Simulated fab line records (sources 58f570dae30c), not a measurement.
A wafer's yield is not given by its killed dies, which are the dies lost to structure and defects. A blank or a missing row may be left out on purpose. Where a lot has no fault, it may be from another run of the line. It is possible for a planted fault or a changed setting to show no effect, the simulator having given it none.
What tool caused it?    flow berkeleyCmos170    42 wafers from 14 lots sampled at 5 of the route's 331 steps

== WHAT THE GAUGES READ, wafer by wafer ==
UCB170_WELLDRIVE_THK_MEAS_02. Usual: WELLDRIVE_OXIDE_THK typically reads 200 nm, with standard deviation 3.2.
lot   measured     on            WELLDRIVE_OXIDE_THK (nm)  flag
L327  day 3 19:52  filmMetro-04  202 204 207               
L328  day 3 19:52  filmMetro-02  204 201 201               
L329  day 3 19:52  filmMetro-03  199 198 200               
L330  day 4 08:35  filmMetro-04  205 204 206               
L331  day 4 19:07  filmMetro-03  204 206 203               
L332  day 4 19:07  filmMetro-04  200 199 195               
L333  day 5 05:14  filmMetro-03  202 202 203               
L338  day 6 01:59  filmMetro-04  203 202 200               
L340  day 6 06:55  filmMetro-04  199 198                   
L342  day 7 02:49  filmMetro-04  201                       
L345  day 7 07:38  filmMetro-04  199 198 193               
L346  day 7 07:38  filmMetro-03  201 198 197               
L347  day 7 11:09  filmMetro-04  197 196 198               
L348  day 7 21:19  filmMetro-04  198 198 202               

UCB170_ACTIVE_THK_MEAS_06. Usual: ACTIVE_NITRIDE_THK typically reads 220.6 nm, with standard deviation 1.6.
lot   measured     on            ACTIVE_NITRIDE_THK (nm)  flag
L327  day 4 20:17  filmMetro-01  221.2 221.9 221.8        
L328  day 4 20:16  filmMetro-02  220.4 221.1 221.3        
L329  day 4 20:15  filmMetro-03  218.6 217.5 219.8        
L330  day 5 02:17  filmMetro-01  221.7 222.8 220.2        
L331  day 5 10:00  filmMetro-03  220.3 222.2 222.0        
L332  day 5 10:00  filmMetro-02  221.0 222.9 221.5        
L333  day 5 17:19  filmMetro-03  218.6 220.7 222.2        
L338  day 6 14:22  filmMetro-03  222.1 223.9 224.2        
L340  day 7 00:47  filmMetro-03  218.4 218.9              
L342  day 7 19:01  filmMetro-03  220.4                    
L345  day 7 23:57  filmMetro-03  219.8 219.7 219.5        
L346  day 7 23:57  filmMetro-01  219.9 217.6 218.1        
L347  day 7 23:58  filmMetro-02  220.4 219.5 219.3        
L348  day 8 12:43  filmMetro-03  219.5 222.5 221.8        

UCB170_PVT_OVL_MEAS_06. Usual: PVT_OVL typically reads 3 nm, with standard deviation 7.
lot   measured     on          PVT_OVL (nm)  flag
L327  day 5 23:59  overlay-02  0 -5 -3       
L328  day 5 23:43  overlay-01  -2 4 5        
L329  day 5 23:26  overlay-01  2 4 -4        
L330  day 6 11:09  overlay-01  9 12 5        
L331  day 6 19:13  overlay-02  12 5 7        
L332  day 6 19:29  overlay-02  4 13 8        
L333  day 6 22:43  overlay-01  3 3 6         
L338  day 8 00:11  overlay-02  -5 -5 -5      
L340  day 8 07:22  overlay-02  -11 -4        
L342  day 9 01:56  overlay-01  -7            
L345  day 9 07:32  overlay-01  11 5 4        
L346  day 9 06:49  overlay-02  13 2 9        
L347  day 9 07:29  overlay-02  -3 -4 -2      
L348  day 9 20:41  overlay-02  1 -2 -6       

== TOOL THAT RAN EACH LOT (tool first, then ch and the chambers of the sampled wafers, then the start) ==
lot   UCB170_NWELL_ETCH_13              UCB170_NWELL_STRIP_15
L327  rieDiel-04 ch 1,3, day 2 05:57    plasmaAsher-03 ch 0,1, day 2 06:12
L328  rieDiel-01 ch 0,1,2, day 2 06:14  plasmaAsher-04 ch 0,1, day 2 06:29
L329  rieDiel-03 ch 0,1,2, day 2 12:40  plasmaAsher-04 ch 0, day 2 12:55
L330  rieDiel-04 ch 1,2,3, day 2 19:37  plasmaAsher-04 ch 0,1, day 2 19:52
L331  rieDiel-01 ch 0,1,2, day 3 07:14  plasmaAsher-02 ch 0,1, day 3 07:29
L332  rieDiel-03 ch 2,3, day 3 07:20    plasmaAsher-03 ch 0,1, day 3 07:35
L333  rieDiel-03 ch 2,3, day 3 20:19    plasmaAsher-04 ch 0,1, day 3 20:35
L338  rieDiel-01 ch 0,2, day 4 21:37    plasmaAsher-02 ch 0,1, day 4 21:52
L340  rieDiel-04 ch 0,1,3, day 5 01:59  plasmaAsher-03 ch 0,1, day 5 02:15
L342  rieDiel-04 ch 1,2, day 5 13:41    plasmaAsher-04 ch 0,1, day 5 13:56
L345  rieDiel-03 ch 0,2,3, day 6 00:27  plasmaAsher-02 ch 0,1, day 6 00:43
L346  rieDiel-01 ch 0,2,3, day 6 00:44  plasmaAsher-03 ch 0,1, day 6 00:59
L347  rieDiel-01 ch 1,3, day 6 06:43    plasmaAsher-03 ch 0,1, day 6 06:58
L348  rieDiel-03 ch 0,1,2, day 6 19:07  plasmaAsher-04 ch 0,1, day 6 19:22
- UCB170_NWELL_ETCH_13: etches Si3N4 in CH3F/Ar/O2, stops on SiO2, target depth 246.4 nm, time 154 s.
- UCB170_NWELL_STRIP_15: strips in O2.

== WHAT THE TOOLS THEMSELVES READ (means of the sampled wafers that have a number; where no wafer has one, the mark that the record gives instead) ==
UCB170_NWELL_ETCH_13. Usual: drypumpMotorCurrentA 5.5 A, standard deviation 0.44; oesProductAu 0.947 a.u., standard deviation 0.015; runLengthS 182.2 s, standard deviation 0.43; throttleValvePct 7.99 %, standard deviation 0.12.
lot   tool        drypumpMotorCurrentA (A)  oesProductAu (a.u.)  runLengthS (s)  throttleValvePct (%)  flag
L327  rieDiel-04  5.2                       0.941                182.0           7.96                  
L328  rieDiel-01  5.1                       0.941                182.1           8.05                  
L329  rieDiel-03  5.8                       0.957                181.8           8.02                  
L330  rieDiel-04  5.3                       0.944                182.6           8.00                  
L331  rieDiel-01  5.1                       0.954                182.1           8.04                  
L332  rieDiel-03  5.8                       0.950                181.9           7.84                  
L333  rieDiel-03  5.8                       0.943                181.9           7.85                  
L338  rieDiel-01  5.4                       0.950                182.1           8.08                  
L340  rieDiel-04  5.2                       0.974                150.2           8.04                  OFF
L342  rieDiel-04  5.5                       1.008                118.2           7.99                  OFF
L345  rieDiel-03  5.9                       0.940                182.1           7.89                  
L346  rieDiel-01  5.5                       0.944                182.1           7.99                  
L347  rieDiel-01  5.6                       0.922                182.3           7.84                  
L348  rieDiel-03  5.8                       0.954                181.9           8.01                  

UCB170_NWELL_STRIP_15. Usual: drypumpMotorCurrentA 5.5 A, standard deviation 0.45; oesProductAu 0.721 a.u., standard deviation 0.0047; stripTimeToEndpointS 18.02 s, standard deviation 0.075.
lot   tool            drypumpMotorCurrentA (A)  oesProductAu (a.u.)  stripTimeToEndpointS (s)  flag
L327  plasmaAsher-03  5.3                       0.725                17.89                     
L328  plasmaAsher-04  5.9                       0.722                18.04                     
L329  plasmaAsher-04  5.4                       0.720                18.07                     
L330  plasmaAsher-04  5.7                       0.721                18.05                     
L331  plasmaAsher-02  5.6                       0.722                18.07                     
L332  plasmaAsher-03  5.3                       0.721                18.02                     
L333  plasmaAsher-04  5.9                       0.717                18.00                     
L338  plasmaAsher-02  5.2                       0.722                18.08                     
L340  plasmaAsher-03  5.3                       0.720                18.88                     OFF
L342  plasmaAsher-04  5.9                       0.729                19.62                     OFF
L345  plasmaAsher-02  5.2                       0.719                17.95                     
L346  plasmaAsher-03  5.2                       0.719                17.99                     
L347  plasmaAsher-03  5.3                       0.722                18.10                     
L348  plasmaAsher-04  5.7                       0.721                17.92                     

== THE ANSWER, worked out from the rows above alone ==
Rule: take the mean of a lot's wafers that have a number; if it is more than 3 standard deviations from the usual mean, the lot is off. A lot without any number at a reading at which 4 lots or more have one is off too. Where the step has rows for the other lots, those lots are counted as sound. After the gauges, taken in route order, come the tools' own readings; for these a lot's mean is taken, as printed above. At the first step where some lot is off, the reading lying furthest off is the one used; lots without a number count as furthest.
Off: L340, L342 (UCB170_NWELL_ETCH_13, runLengthS).
A tool fits if, at that step or a process step before it, it ran every lot that is off, and no sound lot after the first of them. One fits: rieDiel-04 at UCB170_NWELL_ETCH_13. A fault onset in the window from L330 (day 2 19:37, its last sound lot) to L340 (day 5 01:59, its first lot off) fits.
The tool's own readings at UCB170_NWELL_ETCH_13 bear it out: on the lots that are off they differ by more than 5 times the standard deviation of the sound lots' means. oesProductAu reads 0.991 a.u. there against 0.945 a.u. on the sound lots; runLengthS reads 134.2 s there against 182.1 s on the sound lots.

== WHAT WAS PUT IN BY THE SIMULATOR ==
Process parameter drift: rieDiel-04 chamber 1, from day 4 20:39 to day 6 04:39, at UCB170_NWELL_ETCH_13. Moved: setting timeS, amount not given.
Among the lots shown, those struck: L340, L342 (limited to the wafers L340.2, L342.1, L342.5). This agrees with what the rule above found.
